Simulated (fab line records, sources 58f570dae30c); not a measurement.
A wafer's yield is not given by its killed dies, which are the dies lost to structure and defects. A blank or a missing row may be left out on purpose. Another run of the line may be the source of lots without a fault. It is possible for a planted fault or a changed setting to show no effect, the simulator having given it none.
Which tool did it? -- flow berkeley_cmos170 -- 14 lots with 42 wafers sampled at 6 steps, on a route of 331 steps

== WHAT EACH GAUGE READ, for each wafer ==
UCB170_GATE_THK_MEAS_05. Usual: GATE_POLY_THK typically reads 214.2 nm, with standard deviation 2.5.
lot,measured,on,GATE_POLY_THK (nm),flag
L495,day 6 18:37,film_metro-01,211.6 209.9 209.8,
L496,day 7 07:06,film_metro-04,211.6 210.3 212.3,
L497,day 7 07:06,film_metro-01,212.7 214.0 213.7,
L499,day 7 21:23,film_metro-01,214.5 214.2 212.5,
L500,day 7 21:24,film_metro-03,211.4 213.9 213.2,
L503,day 8 22:08,film_metro-03,211.2 212.9 211.9,
L504,day 8 22:08,film_metro-01,213.6 213.8 212.8,
L501,day 8 22:10,film_metro-04,216.6 213.6 215.1,
L510,day 10 04:40,film_metro-01,211.6 211.6 210.5,
L509,day 10 04:43,film_metro-04,211.7 211.8 211.0,
L513,day 10 18:07,film_metro-03,213.2 214.0 213.9,
L514,day 11 06:07,film_metro-04,215.8 215.2 213.9,
L516,day 11 20:52,film_metro-04,216.1 216.1 216.6,
L515,day 11 20:55,film_metro-01,213.2 215.1 213.1,

UCB170_NLDD_TW_MEAS_11. Usual: NLDD_TW typically reads 2220, with standard deviation 21.
lot,measured,on,NLDD_TW,flag
L495,day 7 00:16,film_metro-02,2186 2199 2196,
L496,day 7 14:28,film_metro-03,2203 2207 2224,
L497,day 7 15:14,film_metro-03,2199 2198 2192,
L499,day 8 07:04,film_metro-01,2248 2258 2254,
L500,day 8 05:41,film_metro-02,2182 2175 2197,
L503,day 9 03:49,film_metro-03,2228 2223 2231,
L504,day 9 04:05,film_metro-01,2257 2237 2250,
L501,day 9 04:07,film_metro-03,2223 2225 2222,
L510,day 10 11:56,film_metro-03,2153 2154 2154,OFF
L509,day 10 11:40,film_metro-03,2211 2213 2224,
L513,day 11 01:49,film_metro-03,2163 2145 2150,OFF
L514,day 11 11:00,film_metro-01,2254 2245 2238,
L516,day 12 02:47,film_metro-02,2201 2202 2195,
L515,day 12 03:26,film_metro-01,2240 2245 2242,

UCB170_SDANNEAL_RS_MEAS_05: the measuring method here is four-point-probe. Usual: NLDD_RS typically reads 613.6 ohm/sq, with standard deviation 1.1.
lot,measured,on,NLDD_RS (ohm/sq),flag
L495,day 7 13:07,film_metro-02,614.2 613.2 613.2,
L496,day 8 02:50,film_metro-03,614.5 613.1 611.9,
L497,day 8 03:20,film_metro-01,612.7 613.0 614.9,
L499,day 8 19:44,film_metro-02,614.2 614.6 614.5,
L500,day 8 19:30,film_metro-03,613.5 614.4 613.3,
L503,day 9 20:01,film_metro-01,612.6 613.5 612.6,
L504,day 9 20:08,film_metro-03,613.2 615.2 613.1,
L501,day 9 20:30,film_metro-02,613.6 612.9 614.0,
L510,day 11 00:48,film_metro-01,661.5 661.6 663.7,OFF
L509,day 11 01:05,film_metro-03,613.3 611.8 614.7,
L513,day 11 13:44,film_metro-03,663.7 663.3 662.0,OFF
L514,day 11 22:59,film_metro-01,613.0 613.2 613.8,
L516,day 12 14:37,film_metro-02,612.0 616.1 614.7,
L515,day 12 15:10,film_metro-03,615.0 613.8 614.6,

UCB170_V2_BOW_MEAS_03. Usual: V2_BOW typically reads 37 um, with standard deviation 7.2.
lot,measured,on,V2_BOW (um),flag
L495,day 8 10:46,film_metro-01,36 29 53,
L496,day 8 19:22,film_metro-01,24 34 32,
L497,day 8 19:07,film_metro-04,32 33 39,
L499,day 9 13:44,film_metro-04,32 31 46,
L500,day 9 13:22,film_metro-03,43 33 24,
L503,day 10 12:37,film_metro-03,48 35 50,
L504,day 10 15:20,film_metro-04,47 28 33,
L501,day 10 15:51,film_metro-03,33 41 34,
L510,day 11 14:30,film_metro-01,31 34 26,
L509,day 11 18:17,film_metro-01,30 44 47,
L513,day 12 05:34,film_metro-04,39 41 29,
L514,day 12 13:40,film_metro-01,34 29 35,
L516,day 13 09:03,film_metro-03,40 39 42,
L515,day 13 07:56,film_metro-04,47 42 37,

== WHAT TOOL EACH LOT RAN ON (gives the tool, then ch and the chambers of the sampled wafers, and finally the start) ==
lot,UCB170_NLDD_IMPLANT_08,UCB170_NSD_SOFTBAKE_02
L495,"implanter-01 ch 0, day 6 23:53","litho_track-03 ch 0, day 7 09:52"
L496,"implanter-03 ch 0, day 7 14:04","litho_track-04 ch 0, day 7 23:15"
L497,"implanter-01 ch 0, day 7 14:50","litho_track-01 ch 0, day 7 23:47"
L499,"implanter-03 ch 0, day 8 06:40","litho_track-04 ch 0, day 8 17:12"
L500,"implanter-04 ch 0, day 8 05:19","litho_track-01 ch 0, day 8 16:59"
L503,"implanter-03 ch 0, day 9 03:25","litho_track-04 ch 0, day 9 16:45"
L504,"implanter-04 ch 0, day 9 03:41","litho_track-03 ch 0, day 9 16:46"
L501,"implanter-01 ch 0, day 9 03:44","litho_track-01 ch 0, day 9 17:05"
L510,"implanter-04 ch 0, day 10 11:35","litho_track-01 ch 0, day 10 21:58"
L509,"implanter-01 ch 0, day 10 11:17","litho_track-03 ch 0, day 10 21:56"
L513,"implanter-04 ch 0, day 11 01:25","litho_track-01 ch 0, day 11 10:49"
L514,"implanter-01 ch 0, day 11 10:35","litho_track-04 ch 0, day 11 20:11"
L516,"implanter-03 ch 0, day 12 02:23","litho_track-03 ch 0, day 12 11:25"
L515,"implanter-01 ch 0, day 12 03:04","litho_track-01 ch 0, day 12 12:02"
- UCB170_NLDD_IMPLANT_08
- UCB170_NSD_SOFTBAKE_02: time 62.12 s.

== WHAT THE TOOLS THEMSELVES READ (means of the sampled wafers that have a number; where no wafer has one, the mark that the record gives instead) ==
UCB170_NLDD_IMPLANT_08. Usual: beam_on_s 10.03 s, standard deviation 0.17; dose_ions_cm2 5e+13, standard deviation 5.4e+10; faraday_current_uA 158.1, standard deviation 2.7.
lot,tool,beam_on_s (s),dose_ions_cm2,faraday_current_uA,flag
L495,implanter-01,9.99,5e+13,158.4,
L496,implanter-03,10.14,5e+13,156.7,
L497,implanter-01,10.01,5e+13,157.9,
L499,implanter-03,10.10,5e+13,156.9,
L500,implanter-04,10.02,5e+13,158.2,
L503,implanter-03,9.92,5e+13,159.5,
L504,implanter-04,10.00,5e+13,158.8,
L501,implanter-01,10.11,5e+13,156.9,
L510,implanter-04,10.13,4e+13,122.4,OFF
L509,implanter-01,10.20,5e+13,155.5,
L513,implanter-04,9.95,4e+13,124.1,OFF
L514,implanter-01,10.22,5e+13,155.2,
L516,implanter-03,10.14,5e+13,156.3,
L515,implanter-01,10.17,5e+13,155.9,

UCB170_NSD_SOFTBAKE_02. Usual: plate_sensor_t_centre_C 131.41 C, standard deviation 0.0099; plate_sensor_t_edge_C 131.53 C, standard deviation 0.0095.
lot,tool,plate_sensor_t_centre_C (C),plate_sensor_t_edge_C (C),flag
L495,litho_track-03,131.40,131.53,
L496,litho_track-04,131.41,131.53,
L497,litho_track-01,131.41,131.53,
L499,litho_track-04,131.41,131.52,
L500,litho_track-01,131.40,131.53,
L503,litho_track-04,131.41,131.54,
L504,litho_track-03,131.41,131.53,
L501,litho_track-01,131.41,131.54,
L510,litho_track-01,131.40,131.53,
L509,litho_track-03,131.41,131.53,
L513,litho_track-01,131.41,131.54,
L514,litho_track-04,131.41,131.53,
L516,litho_track-03,131.40,131.54,
L515,litho_track-01,131.40,131.53,

== THE ANSWER, worked out from the rows above alone ==
Rule: lot off if the mean of its wafers having a number is beyond 3 standard deviations from the usual mean. A lot without any number at a reading at which 4 lots or more have one is off too. Any other lot the step has rows for is counted as sound. Order of review: gauges by route order, followed by the tools' own readings, for which a lot's mean as printed above is used. The first step at which some lot is off is used, and at that step the reading that is off furthest; a lot without a number counts as furthest.
Off: L510, L513, at UCB170_NLDD_TW_MEAS_11 (NLDD_TW).
A tool fits if, at a process step before that reading, it ran every lot that is off, and no sound lot after the first of them. Not tried: the gauges at UCB170_NLDD_TW_MEAS_11; whatever is off there is also off at UCB170_NLDD_IMPLANT_08, on other tools, and gauge error can't account for it. One fits: UCB170_NLDD_IMPLANT_08 on implanter-04. Its last sound lot is L504 (day 9 03:41), its first lot that is off L510 (day 10 11:35): a fault that began between those two fits.
The tool's own readings at UCB170_NLDD_IMPLANT_08 bear it out: on the lots that are off they differ by more than 5 times the standard deviation of the sound lots' means. dose_ions_cm2 reads 4e+13 there against 5e+13 on the sound lots; faraday_current_uA reads 123.2 there against 157.2 on the sound lots.

== WHAT THE SIMULATOR PUT IN ==
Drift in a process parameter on implanter-04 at UCB170_NLDD_IMPLANT_08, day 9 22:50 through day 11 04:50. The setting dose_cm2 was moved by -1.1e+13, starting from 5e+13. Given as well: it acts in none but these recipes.
Struck lots among those shown: L510, L513. Same finding as the rule above.
